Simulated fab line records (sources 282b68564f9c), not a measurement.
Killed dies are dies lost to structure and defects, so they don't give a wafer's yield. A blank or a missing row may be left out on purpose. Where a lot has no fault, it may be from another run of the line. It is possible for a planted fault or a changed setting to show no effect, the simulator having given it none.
A struck lot beside a sound one + flow ritCmos + 43 out of 202 route steps
Sound: the wafers L521.2, L521.4, L521.5. Wafers L516.2, L516.4, L516.5 were the ones struck. At the end, the cause is stated.
For every step that has rows: the tool of each side, followed by ch and its chambers, followed by its first start. Under that, the readings that differ: sound wafers + struck wafers + difference of the means + sigmas: that difference in standard deviations of wafers without a fault.
alike: words and numbers the same on both sides, and readings whose means are apart by under 2 such deviations; not compared: readings that were withheld, readings missing a value for some wafer, numbers with overlapping values and no deviation given by the record, and bounds like >300 which may hide the same value.
Wherever a step has rows on one side only, a row that says differs or no value, or a row with sigmas, the two part there. Numbers that don't overlap but have no deviation are shown without sigmas and don't part them. A reading that every wafer of one side lacks parts them only if that side has two wafers or more.

first, 2 steps without rows for these wafers: RIT_SDANNEAL_CLEAN_02 (cleans in SC2, time 600 s); RIT_SDANNEAL_RTA_03 (time 5 s).
RIT_SDANNEAL_RS_MEAS_04: uses a four-point probe to measure.
  sound on filmMetro-04 at day 5 15:52; struck on filmMetro-02 at day 4 12:55
  alike: PSD_RS
RIT_SDANNEAL_RS_MEAS_05: uses a four-point probe to measure.
  sound on filmMetro-04 at day 5 15:59; struck on filmMetro-02 at day 4 13:02
  alike: NSD_RS
RIT_SDANNEAL_RS_MEAS_06: uses a four-point probe to measure.
  sound on filmMetro-04 at day 5 16:07; struck on filmMetro-02 at day 4 13:09
  alike: PLDD_RS
RIT_SDANNEAL_RS_MEAS_07: uses a four-point probe to measure.
  sound on filmMetro-04 at day 5 16:14; struck on filmMetro-02 at day 4 13:16
  alike: NLDD_RS
then, 1 step without rows for these wafers: RIT_SILICIDE_WET_ETCH_00 (etches SiO2 in BOE, target depth 14 nm, time 15 s).
RIT_SILICIDE_SPUTTER_01: material Ti, target thk 30 nm, time 240 s.
  sound on pvdSputter-03 at day 5 16:20; struck on pvdSputter-04 at day 4 13:23
  alike: throttleValvePct
RIT_SILICIDE_RS_MEAS_02: uses a four-point probe to measure.
  sound on filmMetro-02 at day 5 16:31; struck on filmMetro-03 at day 4 13:33
  alike: SILICIDE_TI_RS
RIT_SILICIDE_THK_MEAS_03: measures by xrf.
  sound on filmMetro-02 at day 5 16:37; struck on filmMetro-03 at day 4 13:40
  alike: SILICIDE_TI_THK
RIT_SILICIDE_RTA_04: time 10 s, ramp up 5 s, ramp down 5 s.
  sound on rtpAnneal-02 ch 0, day 5 16:41; struck on rtpAnneal-01 ch 0, day 4 13:43
  alike: wafer_temp_C_max
then, 1 step without rows for these wafers: RIT_SILICIDE_WET_ETCH_05 (etches Ti in SPM, time 120 s).
RIT_SILICIDE_RTA_06: time 10 s, ramp up 5 s, ramp down 10 s.
  sound on rtpAnneal-01 ch 0, day 5 16:47; struck on rtpAnneal-02 ch 0, day 4 13:50
  alike: wafer_temp_C_max
then, 1 step without rows for these wafers: RIT_CONTACT_CVD_00 (deposits SiO2 from TEOS, target thk 400 nm, time 61 s).
RIT_CONTACT_THK_MEAS_01:
  sound on filmMetro-01 at day 5 16:55; struck on filmMetro-04 at day 4 13:57
  alike: CONTACT_TEOS_THK
then, 6 steps without rows for these wafers: RIT_CONTACT_HMDS_02 (prime time 60 s); RIT_CONTACT_COAT_03 (resist thk 1000 nm); RIT_CONTACT_SOFTBAKE_04 (time 60 s); RIT_CONTACT_EXPOSE_05 (exposes mask M11, target cd 1000 nm); RIT_CONTACT_PEB_06; RIT_CONTACT_DEVELOP_07 (develop time 120 s).
RIT_CONTACT_CD_MEAS_08: the cd target is 1000 nm.
  sound on cdSem-02 at day 5 18:04; struck on cdSem-02 at day 4 15:09
  alike: cdNm
RIT_CONTACT_OVL_MEAS_09:
  sound on overlay-01 at day 5 18:11; struck on overlay-02 at day 4 15:16
  alike: CONTACT_OVL
then, 2 steps without rows for these wafers: RIT_CONTACT_HARDBAKE_10 (time 60 s); RIT_CONTACT_ETCH_11 (etches SiO2 in CHF3/CF4/Ar, stops on TiSi2, target depth 480 nm, time 320 s).
RIT_CONTACT_STRIP_12: strips in O2, time 180 s.
  sound on plasmaAsher-01 ch 0,1, day 5 18:33; struck on plasmaAsher-03 ch 0,1, day 4 15:38
  alike: drypumpMotorCurrentA
  not compared: rfHoursCounterH
RIT_CONTACT_CD_MEAS_90: the cd target is 1000 nm.
  sound on cdSem-02 at day 5 18:47; struck on cdSem-02 at day 4 15:50
  alike: cdNm
then, 2 steps without rows for these wafers: RIT_CONTACT_CLEAN_13 (cleans in SC1, time 600 s); RIT_CONTACT_CLEAN_14 (cleans in SC2, time 600 s).
RIT_M1_SPUTTER_00: material Al, target thk 400 nm, time 500 s.
  sound on pvdSputter-02 at day 5 19:14; struck on pvdSputter-02 at day 4 16:17
  alike: throttleValvePct
RIT_M1_RS_MEAS_01: uses a four-point probe to measure.
  sound on filmMetro-04 at day 5 19:34; struck on filmMetro-03 at day 4 16:35
  alike: M1_AL_RS
RIT_M1_THK_MEAS_02: measures by xrf.
  sound on filmMetro-04 at day 5 19:40; struck on filmMetro-03 at day 4 16:42
  alike: M1_AL_THK
then, 6 steps without rows for these wafers: RIT_M1_HMDS_03 (prime time 60 s); RIT_M1_COAT_04 (resist thk 1300 nm); RIT_M1_SOFTBAKE_05 (time 60 s); RIT_M1_EXPOSE_06 (exposes mask M12, target cd 2600 nm); RIT_M1_PEB_07; RIT_M1_DEVELOP_08 (develop time 68 s).
RIT_M1_CD_MEAS_09: the cd target is 2600 nm.
  sound on cdSem-02 at day 5 20:44; struck on cdSem-02 at day 4 17:46
  alike: cdNm
RIT_M1_OVL_MEAS_10:
  sound on overlay-01 at day 5 20:51; struck on overlay-01 at day 4 17:53
  alike: M1_OVL
then, 1 step without rows for these wafers: RIT_M1_HARDBAKE_11 (time 120 s).
RIT_M1_METAL_ETCH_12: etches Al in Cl2/BCl3, stops on SiO2, time 165 s, target depth 600 nm.
  sound on rieMetal-04 ch 0,1, day 5 21:08; struck on rieMetal-01 ch 1, day 4 18:10
| reading                  | sound       | struck      | difference | sigmas |
|--------------------------|-------------|-------------|------------|--------|
| drypumpMotorCurrentA (A) | 5.6 5.6 6.0 | 5.0 5.0 5.0 | -0.7       | -2     |
  alike: oesProductAu, throttleValvePct
  not compared: rfHoursCounterH
RIT_M1_PROBE_99:
  sound on prober-01 at day 5 23:27; struck on prober-02 at day 4 21:38
| reading                        | sound             | struck            | difference | sigmas |
|--------------------------------|-------------------|-------------------|------------|--------|
| model.etest.npolySal.rsOhmSq   | 4.326 4.383 4.365 | 8.19 8.33 8.214   | +3.89      |        |
| model.etest.ppolySal.rsOhmSq   | 4.273 4.325 4.366 | 8.009 8.066 8.047 | +3.719     |        |
| model.etest.pplusSal.rsOhmSq   | 4.265 4.368 4.354 | 8.034 8.087 8.12  | +3.751     |        |
| model.etest.nplusSal.rsOhmSq   | 4.292 4.324 4.347 | 8.054 8.148 8.031 | +3.757     |        |
| model.etest.pplusSal.lineOhmUm | 1.233 1.254 1.259 | 2.292 2.38 2.338  | +1.088     |        |
| model.etest.nplusSal.lineOhmUm | 1.244 1.25 1.254  | 2.287 2.379 2.332 | +1.083     |        |
| model.etest.contactPplus.rcOhm | 1.409 1.385 1.374 | 2.334 2.406 2.369 | +0.980     |        |
| model.etest.contactNplus.rcOhm | 1.377 1.408 1.405 | 2.43 2.309 2.445  | +1.00      |        |
  alike: killedAtContacts, killedAtFrontEnd, killedDies, killedOpen, killedShort

WHERE THEY PART
Only at RIT_M1_METAL_ETCH_12, within this record. Later steps at which nothing parts them and some readings are alike: RIT_M1_PROBE_99.

WHY: what had been put in by the simulator
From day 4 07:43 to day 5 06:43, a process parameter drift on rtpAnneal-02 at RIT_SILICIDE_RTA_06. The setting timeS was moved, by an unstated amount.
